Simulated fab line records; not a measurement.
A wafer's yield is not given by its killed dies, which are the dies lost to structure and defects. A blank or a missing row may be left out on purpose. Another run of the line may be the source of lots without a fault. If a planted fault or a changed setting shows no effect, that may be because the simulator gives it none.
A lot that was struck, set against a sound lot ; flow ritCmos ; 23 out of 202 route steps
Sound: these wafers, L891.2, L891.3, L891.5. Struck: wafers L903.1, L903.3, L903.6. The cause comes at the end.
At each step with rows: each side's tool, then ch and its chambers, then its first start. Under that, the readings that differ: sound wafers ; struck wafers ; difference of the means ; sigmas: that difference in standard deviations of wafers without a fault.
alike: words and numbers the same on both sides, and readings whose means are apart by under 2 such deviations; not compared: readings that were withheld, readings missing a value for some wafer, numbers with overlapping values and no deviation given by the record, and bounds like >300 which may hide the same value.
Wherever a step has rows on one side only, a row that says differs or no value, or a row with sigmas, the two part there. Numbers that don't overlap but have no deviation are shown without sigmas and don't part them. A reading missing from all wafers of one side parts the sides only when that side holds two or more wafers.

first, 5 steps without rows for these wafers: RIT_GATE_WET_ETCH_00 (etches SiO2 in BOE, target depth 56 nm, time 60 s); RIT_GATE_CLEAN_01 (cleans in SC1, time 600 s); RIT_GATE_CLEAN_02 (cleans in dHF, time 30 s); RIT_GATE_CLEAN_03 (cleans in SC2, time 600 s); RIT_GATE_CLEAN_04 (cleans in dHF, time 60 s).
RIT_FOX2_THK_MEAS_91:
  sound: filmMetro-01 at day 2 14:49; struck: filmMetro-04 at day 5 03:29
  alike: FIELD_OXIDE_LEFT_2_THK
then, 2 steps without rows for these wafers: RIT_GATE_OXIDATION_05 (target thk 3 nm, ox time 270 s); RIT_GATE_ANNEAL_06 (time 600 s).
RIT_GATE_THK_MEAS_07:
  sound: filmMetro-01 at day 2 17:31; struck: filmMetro-02 at day 5 06:49
  alike: GATE_OXIDE_THK
then, 1 step without rows for these wafers: RIT_GATE_CVD_08 (deposits poly-Si from SiH4, target thk 250 nm, time 2220 s).
RIT_GATE_THK_MEAS_09:
  sound: filmMetro-02 at day 2 19:11; struck: filmMetro-04 at day 5 08:29
  alike: GATE_POLY_THK
then, 1 step without rows for these wafers: RIT_GATE_HMDS_10 (prime time 60 s).
RIT_GATE_COAT_11: resist thk 850 nm.
  sound on lithoTrack-03 ch 0, day 2 19:25; struck on lithoTrack-03 ch 0, day 5 08:42
reading;sound;struck;difference;sigmas
model.NOVOLAK_of_GATE_COAT_11.thkNm (nm);845.3 845.8 845.7;916.5 912.5 916.9;+69.7;
then, 4 steps without rows for these wafers: RIT_GATE_SOFTBAKE_12 (time 60 s); RIT_GATE_EXPOSE_13 (exposes mask M6, target cd 150 nm); RIT_GATE_PEB_14; RIT_GATE_DEVELOP_15 (develop time 50 s).
RIT_GATE_CD_MEAS_16: target cd 150 nm.
  sound: cdSem-01 at day 2 20:14; struck: cdSem-02 at day 5 09:32
reading;sound;struck;difference;sigmas
cdNm (nm);147.3 147.4 148.3;161.5 162.1 161.3;+14.0;+6
RIT_GATE_OVL_MEAS_17:
  sound: overlay-01 at day 2 20:21; struck: overlay-02 at day 5 09:39
  alike: GATE_OVL
then, 1 step without rows for these wafers: RIT_GATE_HARDBAKE_18 (time 60 s).
RIT_GATE_ETCH_19: etches poly-Si in SF6/CHF3/O2, stops on SiO2, time 165 s, target depth 312.5 nm.
  sound on rieSi-02 ch 1,2, day 2 20:32; struck on rieSi-02 ch 0,1,2, day 5 09:50
reading;sound;struck;difference;sigmas
model.NOVOLAK_of_GATE_COAT_11.thkNm (nm);665.6 668.8 666.9;730.2 723.4 728.6;+60.3;
model.GATE.cdNm (nm);147.3 147.6 148.5;161.4 162 161.4;+13.8;
  alike: drypumpMotorCurrentA, oesProductAu, throttleValvePct
  not compared: rfHoursCounterH
RIT_GATE_STRIP_20: strips in O2, time 180 s.
  sound on plasmaAsher-01 ch 0,1, day 2 20:38; struck on plasmaAsher-04 ch 0,1, day 5 09:56
  alike: drypumpMotorCurrentA, rfReflPowerW
  not compared: rfHoursCounterH
RIT_M1_PROBE_99:
  the record has rows for the struck wafers here (prober-01, day 6 08:22) and none for the sound ones

== WHERE THEY PART ==
Last at RIT_M1_PROBE_99 as far as this record goes, first at RIT_GATE_CD_MEAS_16.

WHY: what had been put in by the simulator
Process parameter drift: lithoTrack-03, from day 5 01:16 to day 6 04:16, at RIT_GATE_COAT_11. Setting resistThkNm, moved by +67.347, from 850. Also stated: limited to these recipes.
